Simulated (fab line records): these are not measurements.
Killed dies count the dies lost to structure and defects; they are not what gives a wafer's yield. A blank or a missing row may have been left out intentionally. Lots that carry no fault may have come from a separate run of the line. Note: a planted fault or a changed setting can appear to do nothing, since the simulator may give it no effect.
Which of the tools did it?    flow rit_cmos    42 wafers from 14 lots sampled at 5 of the route's 202 steps

== WHAT EACH GAUGE READ, for each wafer ==
RIT_GATE_THK_MEAS_07. Usual: GATE_OXIDE_THK 2.77 nm, standard deviation 0.053.
lot   measured     on             GATE_OXIDE_THK (nm)            flag
L860  day 2 15:22  film_metro-04  2.82 2.76 2.84                 
L861  day 2 22:50  film_metro-01  2.75 2.72 2.81                 
L863  day 3 07:50  film_metro-01  2.74 2.72 2.64                 
L865  day 3 20:05  film_metro-01  2.81 2.80 2.80                 
L866  day 3 20:21  film_metro-04  2.71 2.70 2.74                 
L867  day 4 08:55  film_metro-01  2.73 2.75 2.78                 
L868  day 4 11:01  film_metro-03  2.82 2.77 2.85                 
L870  day 4 21:34  film_metro-04  1.87 1.95 1.97 1.87 2.00 1.95  OFF
L874  day 5 17:27  film_metro-03  2.00 2.01 2.03 1.96 2.04 1.99  OFF
L876  day 5 22:40  film_metro-04  2.77 2.79 2.78                 
L877  day 6 11:07  film_metro-03  2.77 2.69 2.71                 
L878  day 6 14:37  film_metro-04  2.77 2.80 2.70                 
L879  day 6 20:43  film_metro-04  2.70 2.74 2.68                 
L883  day 8 02:11  film_metro-04  2.74 2.71 2.73                 

RIT_SPACER_THK_MEAS_04. Usual: SPACER_NITRIDE_THK 250.2 nm, standard deviation 2.4.
lot   measured     on             SPACER_NITRIDE_THK (nm)  flag
L860  day 3 04:48  film_metro-03  250.8 250.7 251.9        
L861  day 3 14:03  film_metro-04  245.5 246.0 245.8        
L863  day 4 01:27  film_metro-03  248.9 253.3 249.5        
L865  day 4 10:31  film_metro-04  253.5 249.8 250.7        
L866  day 4 10:32  film_metro-03  246.6 247.3 247.6        
L867  day 5 02:22  film_metro-02  253.2 253.7 254.8        
L868  day 5 05:14  film_metro-02  252.2 253.9 253.4        
L870  day 5 19:02  film_metro-03  246.2 244.7 245.1        
L874  day 6 20:54  film_metro-02  249.1 247.7 250.0        
L876  day 6 19:07  film_metro-02  248.9 250.0 248.0        
L877  day 7 06:58  film_metro-03  253.4 253.7 251.7        
L878  day 7 08:10  film_metro-04  250.0 251.5 250.0        
L879  day 7 14:37  film_metro-03  248.4 247.6 249.0        
L883  day 8 17:38  film_metro-03  247.1 249.1 249.1        

RIT_SILICIDE_RS_MEAS_02: the measuring method here is four-point-probe. Usual: SILICIDE_TI_RS 48.1 ohm/sq, standard deviation 0.47.
lot   measured     on             SILICIDE_TI_RS (ohm/sq)  flag
L860  day 3 09:04  film_metro-03  48.4 48.1 48.6           
L861  day 3 18:26  film_metro-04  48.1 48.4 47.7           
L863  day 4 05:43  film_metro-04  47.7 48.3 47.9           
L865  day 4 14:52  film_metro-04  47.5 47.2 47.4           
L866  day 4 15:07  film_metro-01  47.9 48.2 48.4           
L867  day 5 06:40  film_metro-03  47.5 47.6 47.3           
L868  day 5 09:29  film_metro-04  48.4 48.3 48.8           
L870  day 6 00:44  film_metro-01  48.0 48.5 48.9           
L874  day 7 01:23  film_metro-04  48.4 48.2 47.2           
L876  day 6 23:47  film_metro-04  47.8 48.1 48.0           
L877  day 7 11:38  film_metro-04  48.0 48.5 48.1           
L878  day 7 12:49  film_metro-01  48.7 48.4 48.3           
L879  day 7 19:10  film_metro-04  47.5 47.9 48.4           
L883  day 8 22:06  film_metro-03  48.3 48.3 48.1           

== TOOL THAT RAN EACH LOT (tool first, then ch and the chambers of the sampled wafers, then the start) ==
lot   RIT_GATE_OXIDATION_05         RIT_GATE_STRIP_20
L860  furnace-04 ch 0, day 2 14:02  plasma_asher-03 ch 0,1, day 2 18:37
L861  furnace-01 ch 0, day 2 20:12  plasma_asher-02 ch 0,1, day 3 01:52
L863  furnace-04 ch 0, day 3 02:01  plasma_asher-02 ch 0,1, day 3 10:58
L865  furnace-01 ch 0, day 3 17:38  plasma_asher-02 ch 0,1, day 3 23:53
L866  furnace-03 ch 0, day 3 18:46  plasma_asher-03 ch 0,1, day 3 23:26
L867  furnace-03 ch 0, day 4 06:27  plasma_asher-04 ch 0,1, day 4 12:43
L868  furnace-04 ch 0, day 4 08:59  plasma_asher-02 ch 0,1, day 4 15:16
L870  furnace-04 ch 0, day 4 18:17  plasma_asher-02 ch 0,1, day 5 06:56
L874  furnace-04 ch 0, day 5 13:55  plasma_asher-02 ch 0,1, day 6 05:52
L876  furnace-03 ch 0, day 5 21:20  plasma_asher-02 ch 0,1, day 6 03:34
L877  furnace-01 ch 0, day 6 07:25  plasma_asher-04 ch 0,1, day 6 20:44
L878  furnace-03 ch 0, day 6 09:47  plasma_asher-02 ch 0,1, day 6 20:19
L879  furnace-03 ch 0, day 6 15:55  plasma_asher-04 ch 0,1, day 7 02:05
L883  furnace-03 ch 0, day 7 22:01  plasma_asher-04 ch 0,1, day 8 06:06
- RIT_GATE_OXIDATION_05: target thk 3 nm, ox time 270 s.
- RIT_GATE_STRIP_20: strips in O2, time 180 s.

== AS READ BY THE TOOLS THEMSELVES (means over the sampled wafers that have a number; for cases with no such wafer, the mark the record gives instead) ==
RIT_GATE_OXIDATION_05. Usual: spike_tc_source_C 917.7 C, standard deviation 1.9; zone_power_load_pct 24 %, standard deviation 3.2.
lot   tool        spike_tc_source_C (C)  zone_power_load_pct (%)  flag
L860  furnace-04  915.9                  28                       
L861  furnace-01  916.2                  24                       
L863  furnace-04  916.2                  29                       
L865  furnace-01  916.6                  24                       
L866  furnace-03  919.6                  21                       
L867  furnace-03  918.5                  21                       
L868  furnace-04  915.3                  29                       
L870  furnace-04  916.1                  29                       
L874  furnace-04  915.8                  29                       
L876  furnace-03  919.7                  21                       
L877  furnace-01  917.4                  24                       
L878  furnace-03  919.7                  21                       
L879  furnace-03  920.6                  21                       
L883  furnace-03  919.5                  21                       

RIT_GATE_STRIP_20. Usual: drypump_motor_current_A 5.9 A, standard deviation 0.4; o2_flow_sccm 3998 sccm, standard deviation 13; rf_refl_power_W 6.7 W, standard deviation 1.3.
lot   tool             drypump_motor_current_A (A)  o2_flow_sccm (sccm)  rf_refl_power_W (W)  flag
L860  plasma_asher-03  5.7                          3998                 7.0                  
L861  plasma_asher-02  6.1                          4012                 6.2                  
L863  plasma_asher-02  6.0                          3999                 5.1                  
L865  plasma_asher-02  6.1                          3981                 6.3                  
L866  plasma_asher-03  5.6                          3987                 7.3                  
L867  plasma_asher-04  5.5                          4013                 7.8                  
L868  plasma_asher-02  6.1                          3998                 6.1                  
L870  plasma_asher-02  6.1                          3990                 6.3                  
L874  plasma_asher-02  6.1                          3992                 5.3                  
L876  plasma_asher-02  6.1                          3994                 6.3                  
L877  plasma_asher-04  5.5                          3993                 7.9                  
L878  plasma_asher-02  6.1                          3996                 5.1                  
L879  plasma_asher-04  5.8                          4005                 7.8                  
L883  plasma_asher-04  5.4                          4003                 7.7                  

== THE ANSWER, worked out from the rows above alone ==
Rule: a lot is off if the mean of its wafers that have a number lies more than 3 standard deviations from the usual mean. A lot without any number at a reading at which 4 lots or more have one is off too. Any other lot the step has rows for is counted as sound. First the gauges in route order, then the tools' own readings, where a lot's mean is used as printed above. The first step at which some lot is off is used, and at that step the reading that is off furthest; a lot without a number counts as furthest.
Off: at RIT_GATE_THK_MEAS_07 (GATE_OXIDE_THK), L870, L874.
A tool fits if, at a process step before that reading, it ran every lot that is off, and no sound lot after the first of them. The gauges at RIT_GATE_THK_MEAS_07 are tried like those tools. One fits: RIT_GATE_OXIDATION_05 on furnace-04. A fault onset in the window from L868 (day 4 08:59, its last sound lot) to L870 (day 4 18:17, its first lot off) fits.

== WHAT THE SIMULATOR HAD INSERTED ==
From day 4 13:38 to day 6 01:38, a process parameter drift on furnace-04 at RIT_GATE_OXIDATION_05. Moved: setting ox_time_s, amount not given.
Shown lots that were struck: L870, L874. This agrees with what the rule above found.
